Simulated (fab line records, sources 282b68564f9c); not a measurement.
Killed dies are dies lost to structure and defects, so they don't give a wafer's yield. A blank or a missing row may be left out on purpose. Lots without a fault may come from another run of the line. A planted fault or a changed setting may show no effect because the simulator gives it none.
fab line records | flow rit_cmos
record lots=13 wafers=37 last_day=8
route steps=202 shown PSD@157 NLDD@160 CONTACT@169 M1@202
lots that met no fault: from a run of the same line without faults
start_h: hours from the record's first day to the start of the lot's first wafer shown | wait_h: hours since the lot's step before | " the same as in the row above | L1.1+2: a row that stands for several wafers | - no value, or no start given | * or withheld: withheld | < > ~ a bound
route shown NAME@n: a module of which the file shows steps, and the number in the route of the first | usual: mean/standard deviation of fault-free wafers | same: alike in all rows | chamber/n: place in a boat | sites: the reading at each site | _std_site: their standard deviation | _edge_site: outer sites' mean less inner sites' | radius_mm: how far each site lies from the wafer's centre | mask NAME#n: copy n | behind: the tool/chamber that last shaped the wafer | hold: why the lot was held/for how many hours/how that ended | device: the transistor (n, p or np) that didn't switch | end of line: the same wafers' tests at the end of the route | a step without rows: its recipe alone | killed: dies lost to structure and defects at the first sort, not the wafer's yield | map: a wafer's dies, x killed, . not, _ none there
set.NAME: the setting as run; set.NAME@STEP: as run at that earlier step | model.NAME: the simulator's own value behind a step, which no gauge read
steps of the route over a sample of lots; a table a step, a row a wafer
services: from which hour (start_h, from the record's first day; less than 0 if before it) a tool's chamber was out of use, for how many hours, and why
## steps
# step RIT_SDANNEAL_RS_MEAS_04
# recipe thk_meas_gauge=four-point-probe
# usual PSD_RS=115.8/0.32
# columns lot.wafer tool chamber start_h wait_h PSD_RS[ohm/sq]
L621.1 film_metro-04 - 55.18 0.0 116.5
L621.5 " - " " 116.1
L621.6 " - " " 116.1
L622.2 film_metro-02 - 64.22 0.1 115.9
L622.4 " - " " 115.9
L622.6 " - " " 116.1
L624.2 film_metro-04 - 72.62 0.1 116.1
L624.3 " - " " 115.8
L624.4 " - " " 115.8
L628.6 film_metro-04 - 107.35 0.1 115.9
L630.2 film_metro-04 - 119.88 0.1 115.7
L630.3 " - " " 115.9
L630.6 " - " " 116.0
L632.1 film_metro-02 - 133.71 0.1 115.6
L632.2 " - " " 115.8
L632.6 " - " " 116.0
L635.3 film_metro-04 - 140.21 0.1 115.7
L635.5 " - " " 116.4
L635.6 " - " " 116.1
L634.3 film_metro-02 - 140.47 0.1 115.6
L634.5 " - " " 115.4
L634.6 " - " " 115.5
L639.2 film_metro-02 - 160.60 0.1 115.6
L639.4 " - " " 115.4
L639.6 " - " " 115.5
L640.2 film_metro-01 - 161.35 0.1 116.5
L640.5 " - " " 116.2
L640.6 " - " " 116.3
L642.2 film_metro-02 - 170.03 0.1 115.7
L642.4 " - " " 115.9
L642.5 " - " " 115.9
L644.2 film_metro-02 - 174.20 0.1 115.5
L644.4 " - " " 115.2
L644.5 " - " " 115.3
L643.3 film_metro-02 - 175.25 0.1 115.9
L643.4 " - " " 115.7
L643.5 " - " " 115.6
# step RIT_SDANNEAL_RS_MEAS_07
# recipe thk_meas_gauge=four-point-probe
# usual NLDD_RS=151.5/0.62
# columns lot.wafer tool chamber start_h wait_h NLDD_RS[ohm/sq]
L621.1 film_metro-04 - 55.54 0.1 151.4
L621.5 " - " " 151.2
L621.6 " - " " 152.2
L622.2 film_metro-02 - 64.58 0.1 152.2
L622.4 " - " " 152.0
L622.6 " - " " 152.0
L624.2 film_metro-04 - 72.98 0.1 151.9
L624.3 " - " " 151.8
L624.4 " - " " 152.1
L628.6 film_metro-04 - 107.71 0.1 151.9
L630.2 film_metro-04 - 120.24 0.1 151.1
L630.3 " - " " 152.5
L630.6 " - " " 151.6
L632.1 film_metro-02 - 134.07 0.1 150.6
L632.2 " - " " 150.4
L632.6 " - " " 150.7
L635.3 film_metro-04 - 140.57 0.1 151.5
L635.5 " - " " 151.3
L635.6 " - " " 151.3
L634.3 film_metro-02 - 140.83 0.1 151.4
L634.5 " - " " 152.2
L634.6 " - " " 151.6
L639.2 film_metro-02 - 160.96 0.1 151.5
L639.4 " - " " 152.3
L639.6 " - " " 152.2
L640.2 film_metro-01 - 161.71 0.1 151.5
L640.5 " - " " 152.1
L640.6 " - " " 152.1
L642.2 film_metro-02 - 170.39 0.1 151.0
L642.4 " - " " 151.3
L642.5 " - " " 151.6
L644.2 film_metro-02 - 174.56 0.1 151.2
L644.4 " - " " 151.1
L644.5 " - " " 150.8
L643.3 film_metro-02 - 175.61 0.1 151.4
L643.4 " - " " 150.8
L643.5 " - " " 151.0
# step RIT_CONTACT_THK_MEAS_01
# recipe reads=SiO2_of_CONTACT_CVD_00
# usual CONTACT_TEOS_THK=417/4.5
# columns lot.wafer tool chamber start_h wait_h CONTACT_TEOS_THK[nm]
L621.1 film_metro-02 - 56.23 0.0 410
L621.5 " - " " 421
L621.6 " - " " 416
L622.2 film_metro-03 - 65.33 0.0 414
L622.4 " - " " 422
L622.6 " - " " 426
L624.2 film_metro-03 - 73.66 0.0 415
L624.3 " - " " 410
L624.4 " - " " 421
L628.6 film_metro-02 - 108.34 0.1 416
L630.2 film_metro-04 - 120.91 0.0 411
L630.3 " - " " 412
L630.6 " - " " 421
L632.1 film_metro-02 - 134.82 0.0 416
L632.2 " - " " 414
L632.6 " - " " 420
L635.3 film_metro-02 - 141.24 0.0 412
L635.5 " - " " 421
L635.6 " - " " 424
L634.3 film_metro-04 - 141.50 0.0 419
L634.5 " - " " 423
L634.6 " - " " 419
L639.2 film_metro-04 - 161.65 0.0 416
L639.4 " - " " 420
L639.6 " - " " 423
L640.2 film_metro-04 - 162.39 0.0 414
L640.5 " - " " 422
L640.6 " - " " 422
L642.2 film_metro-02 - 171.07 0.0 419
L642.4 " - " " 426
L642.5 " - " " 422
L644.2 film_metro-03 - 175.23 0.0 413
L644.4 " - " " 421
L644.5 " - " " 413
L643.3 film_metro-04 - 176.28 0.0 407
L643.4 " - " " 418
L643.5 " - " " 419
# step RIT_CONTACT_ETCH_11
# recipe target_depth_a=4800 over_etch_frac=0.2 stop_on=TiSi2 chemistry=CHF3/CF4/Ar target=SiO2 CHF3_flow_sccm=50 cf4_flow_sccm=10 Ar_flow_sccm=100 O2_flow_sccm=5 pressure_mtorr=100 rf_w=200 time_s=320
# usual CHF3_flow_sccm=50.01/0.15 drypump_motor_current_A=5.8/0.5 oes_product_au=1.001/0.017 over_etch_frac=0.2/0 throttle_valve_pct=8.90/0.092
# columns lot.wafer tool chamber start_h wait_h CHF3_flow_sccm drypump_motor_current_A oes_product_au over_etch_frac rf_hours_counter_h throttle_valve_pct
L621.1 rie_diel-01 0 57.56 0.1 49.90 6.0 1.021 0.2 31 8.82
L621.5 " 2 " " 50.04 6.0 0.967 0.2 - 8.84
L621.6 " 3 " " 49.87 6.1 1.011 0.2 - 8.98
L622.2 rie_diel-02 0 66.65 0.1 49.71 5.3 0.999 0.2 38 9.02
L622.4 " 3 " " 50.18 5.2 1.018 0.2 105 8.88
L622.6 " 2 " " 50.06 6.7 1.001 0.2 - 8.93
L624.2 rie_diel-04 2 74.99 0.1 50.09 6.3 1.000 0.2 81 8.77
L624.3 " 3 " " 49.99 6.1 0.966 0.2 101 8.89
L624.4 " 1 " " 50.19 5.3 1.004 0.2 7 8.85
L628.6 rie_diel-02 2 109.72 0.1 50.24 6.7 0.989 0.34584 - 8.92
L630.2 rie_diel-04 3 122.30 0.1 50.04 6.1 0.972 0.2 102 8.89
L630.3 " 0 " " 50.05 5.1 1.008 0.2 3 8.76
L630.6 " 2 " " 50.03 6.3 0.993 0.2 - 8.77
L632.1 rie_diel-01 1 136.62 0.1 50.17 5.9 1.027 0.2 7 8.98
L632.2 " 3 " " 50.02 6.1 1.006 0.2 128 8.99
L632.6 " 0 " " 49.74 6.0 1.013 0.2 - 8.82
L635.3 rie_diel-04 1 142.68 0.1 49.93 5.2 1.001 0.2 8 8.86
L635.5 " 0 " " 50.25 5.1 1.006 0.2 - 8.73
L635.6 " 3 " " 50.02 6.1 0.962 0.2 - 8.88
L634.3 rie_diel-01 0 142.93 0.1 49.87 6.0 1.021 0.2 32 8.81
L634.5 " 3 " " 49.96 6.1 1.014 0.2 - 8.98
L634.6 " 1 " " 49.96 5.9 1.021 0.2 - 8.97
L639.2 rie_diel-04 2 163.13 0.1 49.95 6.3 1.005 0.2 83 8.75
L639.4 " 3 " " 50.08 6.1 0.974 0.2 103 8.89
L639.6 " 3 " " 50.09 6.1 0.968 0.2 - 8.90
L640.2 rie_diel-01 3 163.71 0.1 49.67 6.1 1.005 0.2 129 8.99
L640.5 " 0 " " 49.90 6.0 1.020 0.2 - 8.81
L640.6 " 1 " " 50.00 5.9 1.017 0.2 - 8.98
L642.2 rie_diel-01 3 172.40 0.1 50.05 6.1 1.007 0.2 129 9.00
L642.4 " 1 " " 50.14 5.9 1.014 0.2 8 8.96
L642.5 " 2 " " 49.95 6.0 0.976 0.2 - 8.85
L644.2 rie_diel-04 0 176.56 0.1 49.75 5.1 1.000 0.2 4 8.76
L644.4 " 3 " " 50.16 6.1 0.962 0.2 103 8.87
L644.5 " 1 " " 50.00 5.2 1.005 0.2 - 8.85
L643.3 rie_diel-01 1 177.59 0.1 50.25 5.9 1.030 0.2 8 8.97
L643.4 " 3 " " 49.98 6.1 1.009 0.2 129 9.00
L643.5 " 2 " " 50.14 6.1 0.975 0.2 - 8.84
# step RIT_M1_PROBE_99
# usual killed_at_M0_to_M3=0.0/0.14 killed_at_contacts=0.1/0.29 killed_at_front_end=7/3.1 killed_dies=7/3.1 killed_open=3.4/1.9 killed_short=3.6/2.1
# same gross_dies=264 killed_at_M4_up=0 killed_at_back_side=0 killed_at_other=0
# columns lot.wafer tool chamber start_h wait_h killed_at_M0_to_M3 killed_at_contacts killed_at_front_end killed_dies killed_open killed_short
L621.1 prober-01 - 62.54 0.1 0 0 11 11 6 5
L621.5 prober-01 - 62.74 0.2 0 0 11 11 6 5
L621.6 prober-01 - 62.79 0.2 0 0 7 7 1 6
L622.2 prober-02 - 71.58 0.1 0 0 7 7 2 5
L622.4 prober-02 - 71.68 0.2 0 0 3 3 3 0
L622.6 prober-02 - 71.78 0.2 0 0 8 8 5 3
L624.2 prober-02 - 79.90 0.1 0 0 10 10 5 5
L624.3 prober-02 - 79.95 0.2 0 0 7 7 2 5
L624.4 prober-02 - 80.00 0.2 0 0 8 8 4 4
L628.6 prober-02 - 115.18 0.2 0 0 5 5 3 2
L630.2 prober-02 - 127.56 0.1 0 0 5 5 1 4
L630.3 prober-02 - 127.61 0.2 0 0 4 4 2 2
L630.6 prober-02 - 127.76 0.2 0 0 6 6 6 0
L632.1 prober-01 - 143.91 0.1 0 1 2 3 2 1
L632.2 prober-01 - 143.96 0.1 0 0 11 11 7 4
L632.6 prober-01 - 144.16 0.2 0 1 15 16 5 11
L635.3 prober-02 - 147.76 0.2 0 1 5 6 5 1
L635.5 prober-02 - 147.86 0.2 0 0 2 2 1 1
L635.6 prober-02 - 147.91 0.2 1 0 8 9 2 5
L634.3 prober-01 - 149.26 0.2 0 0 6 6 2 4
L634.5 prober-01 - 149.36 0.2 0 0 5 5 3 2
L634.6 prober-01 - 149.41 0.2 0 0 7 7 3 4
L639.2 prober-02 - 168.29 0.1 0 0 7 7 3 4
L639.4 prober-02 - 168.39 0.2 0 0 7 7 3 3
L639.6 prober-02 - 168.49 0.2 0 0 5 5 1 4
L640.2 prober-01 - 169.79 0.1 0 0 4 4 3 1
L640.5 prober-01 - 169.94 0.2 0 0 6 6 4 2
L640.6 prober-01 - 169.99 0.2 0 0 8 8 6 2
L642.2 prober-01 - 177.42 0.1 0 0 1 1 0 1
L642.4 prober-01 - 177.52 0.2 0 0 5 5 2 3
L642.5 prober-01 - 177.57 0.2 0 0 11 11 4 7
L644.2 prober-02 - 181.70 0.1 0 0 2 2 0 2
L644.4 prober-02 - 181.80 0.2 0 0 6 6 3 3
L644.5 prober-02 - 181.85 0.2 0 0 0 0 0 0
L643.3 prober-01 - 183.25 0.2 0 0 12 12 3 9
L643.4 prober-01 - 183.30 0.2 0 0 8 8 5 3
L643.5 prober-01 - 183.35 0.2 0 0 2 2 1 1
# killed by level:class
L621.1 GATE:geometric_particle:short=5 GATE:geometric_particle:open=3 FOX2:geometric_particle:open=2 FOX1:geometric_particle:open=1
L621.5 FOX1:geometric_particle:short=2 GATE:geometric_particle:short=2 GATE:geometric_particle:open=2 REOX:geometric_particle:open=2 FOX1:geometric_particle:open=1 SPACER:geometric_particle:open=1 SPACER:geometric_particle:short=1
L621.6 GATE:geometric_particle:short=3 REOX:geometric_particle:short=2 FOX2:geometric_particle:short=1 GATE:geometric_particle:open=1
L622.2 GATE:geometric_particle:open=2 GATE:geometric_particle:short=2 FOX2:geometric_particle:short=1 SPACER:geometric_particle:short=1 SILICIDE:geometric_particle:short=1
L622.4 GATE:geometric_particle:open=2 SILICIDE:geometric_particle:open=1
L622.6 SILICIDE:geometric_particle:open=3 SILICIDE:geometric_particle:short=2 GATE:geometric_particle:open=1 REOX:geometric_particle:open=1 SPACER:geometric_particle:short=1
L624.2 GATE:geometric_particle:short=4 GATE:geometric_particle:open=2 FOX1:geometric_particle:short=1 REOX:geometric_particle:open=1 SPACER:geometric_particle:open=1 SILICIDE:geometric_particle:open=1
L624.3 REOX:geometric_particle:short=3 GATE:geometric_particle:short=1 SPACER:geometric_particle:open=1 SILICIDE:geometric_particle:open=1 SILICIDE:geometric_particle:short=1
L624.4 GATE:geometric_particle:short=3 GATE:geometric_particle:open=3 REOX:geometric_particle:short=1 SILICIDE:geometric_particle:open=1
L628.6 GATE:geometric_particle:open=3 FOX1:geometric_particle:short=1 FOX2:geometric_particle:short=1
L630.2 FOX1:geometric_particle:short=1 GATE:geometric_particle:short=1 SPACER:geometric_particle:short=1 SILICIDE:geometric_particle:short=1 SILICIDE:geometric_particle:open=1
L630.3 GATE:geometric_particle:open=2 REOX:geometric_particle:short=1 SPACER:geometric_particle:short=1
L630.6 REOX:geometric_particle:open=2 SILICIDE:geometric_particle:open=2 FOX1:geometric_particle:open=1 FOX2:geometric_particle:open=1
L632.1 REOX:geometric_particle:open=1 SILICIDE:geometric_particle:short=1 CONTACT:geometric_particle:open=1
L632.2 REOX:geometric_particle:open=3 GATE:geometric_particle:open=2 SILICIDE:geometric_particle:short=2 FOX2:geometric_particle:open=1 GATE:geometric_particle:short=1 REOX:geometric_particle:short=1 SILICIDE:geometric_particle:open=1
L632.6 FOX2:geometric_particle:short=5 REOX:geometric_particle:short=2 FOX1:geometric_particle:short=1 FOX2:geometric_particle:open=1 GATE:geometric_particle:open=1 GATE:geometric_particle:short=1 REOX:geometric_particle:open=1 SPACER:geometric_particle:open=1
L635.3 GATE:geometric_particle:open=3 GATE:geometric_particle:short=1 SILICIDE:geometric_particle:open=1 CONTACT:geometric_particle:open=1
L635.5 GATE:geometric_particle:short=1 REOX:geometric_particle:open=1
L635.6 GATE:geometric_particle:short=3 SPACER:geometric_particle:open=2 REOX:geometric_particle:short=1 SILICIDE:geometric_particle:short=1 NLDD:coat_microbubble_printed=1 M1:coat_microbubble_printed=1
L634.3 REOX:geometric_particle:short=2 GATE:geometric_particle:short=1 GATE:geometric_particle:open=1 SILICIDE:geometric_particle:open=1 SILICIDE:geometric_particle:short=1
L634.5 GATE:geometric_particle:open=2 FOX1:geometric_particle:short=1 FOX1:geometric_particle:open=1 SPACER:geometric_particle:short=1
L634.6 GATE:geometric_particle:short=3 GATE:geometric_particle:open=1 REOX:geometric_particle:open=1 SILICIDE:geometric_particle:open=1 SILICIDE:geometric_particle:short=1
L639.2 GATE:geometric_particle:open=3 FOX1:geometric_particle:short=2 GATE:geometric_particle:short=1 SPACER:geometric_particle:short=1
L639.4 GATE:geometric_particle:short=3 GATE:geometric_particle:open=2 REOX:geometric_particle:open=1 GATE:coat_microbubble_printed=1
L639.6 FOX2:geometric_particle:short=2 REOX:geometric_particle:short=2 GATE:geometric_particle:open=1
L640.2 FOX1:geometric_particle:open=1 GATE:geometric_particle:short=1 SPACER:geometric_particle:open=1 SILICIDE:geometric_particle:open=1
L640.5 FOX1:geometric_particle:open=1 FOX2:geometric_particle:open=1 GATE:geometric_particle:open=1 SPACER:geometric_particle:open=1 SPACER:geometric_particle:short=1 SILICIDE:geometric_particle:short=1
L640.6 FOX2:geometric_particle:open=2 GATE:geometric_particle:open=2 SILICIDE:geometric_particle:open=2 FOX1:geometric_particle:short=1 GATE:geometric_particle:short=1
L642.2 ACTIVE:geometric_particle:short=1
L642.4 FOX1:geometric_particle:short=2 FOX1:geometric_particle:open=1 GATE:geometric_particle:open=1 SPACER:geometric_particle:short=1
L642.5 FOX1:geometric_particle:short=4 GATE:geometric_particle:open=2 GATE:geometric_particle:short=2 FOX1:geometric_particle:open=1 SILICIDE:geometric_particle:short=1 SILICIDE:geometric_particle:open=1
L644.2 FOX1:geometric_particle:short=1 GATE:geometric_particle:short=1
L644.4 GATE:geometric_particle:open=2 GATE:geometric_particle:short=2 SILICIDE:geometric_particle:short=1 SILICIDE:geometric_particle:open=1
L644.5
L643.3 GATE:geometric_particle:short=3 FOX2:geometric_particle:short=2 SPACER:geometric_particle:short=2 FOX1:geometric_particle:open=1 FOX1:geometric_particle:short=1 GATE:geometric_particle:open=1 SILICIDE:geometric_particle:open=1 SILICIDE:geometric_particle:short=1
L643.4 SILICIDE:geometric_particle:open=2 GATE:geometric_particle:short=2 FOX2:geometric_particle:open=1 GATE:geometric_particle:open=1 SPACER:geometric_particle:open=1 SILICIDE:geometric_particle:short=1
L643.5 FOX1:geometric_particle:short=1 GATE:geometric_particle:open=1
## services
# columns tool chamber start_h hours kind
rie_diel-04 - 39.98 0.3 repair
rie_diel-02 - 41.44 0.3 repair
rie_diel-01 1 77.86 14.2 repair
rie_diel-02 0 81.97 1.7 repair
rie_diel-02 1 94.60 15.5 repair
rie_diel-04 1 105.06 19.3 repair
rie_diel-02 1 112.11 13.2 repair
rie_diel-04 - 112.98 0.6 repair
rie_diel-04 2 120.54 1.5 repair
rie_diel-01 2 142.01 5.6 repair
rie_diel-04 2 147.35 6.5 repair
rie_diel-04 1 168.29 6.2 repair
## key
first_sign step=RIT_CONTACT_ETCH_11 reading=over_etch_frac direction=up sigmas=99+ usual=0.2 struck=0.34584
effect none on later readings
met_at RIT_CONTACT_ETCH_11
struck_lots L628
struck_wafers L628.6
tester_left_out L628
not_acting_at RIT_SDANNEAL_RS_MEAS_04,RIT_SDANNEAL_RS_MEAS_07,RIT_CONTACT_THK_MEAS_01
onset_between 66.65 109.72
earlier_fault kind=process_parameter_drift tool=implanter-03 chamber=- onset_h=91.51 steps=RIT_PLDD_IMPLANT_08 channel=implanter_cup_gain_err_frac offset=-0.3 shape=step end_h=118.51
fault kind=process_parameter_drift tool=rie_diel-02 chamber=2 onset_h=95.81 steps=RIT_CONTACT_ETCH_11 channel=over_etch_frac offset=0.14584 shape=step acts_in=these_recipes_only stated=0.2
# tester_left_out: of these lots the tester's yield and bins aren't shown, on N5 and GAA mostly nor the transistor test; their killed dies are dies lost to structure and defects alone, not to doping, threshold or leakage, so they don't give the yield
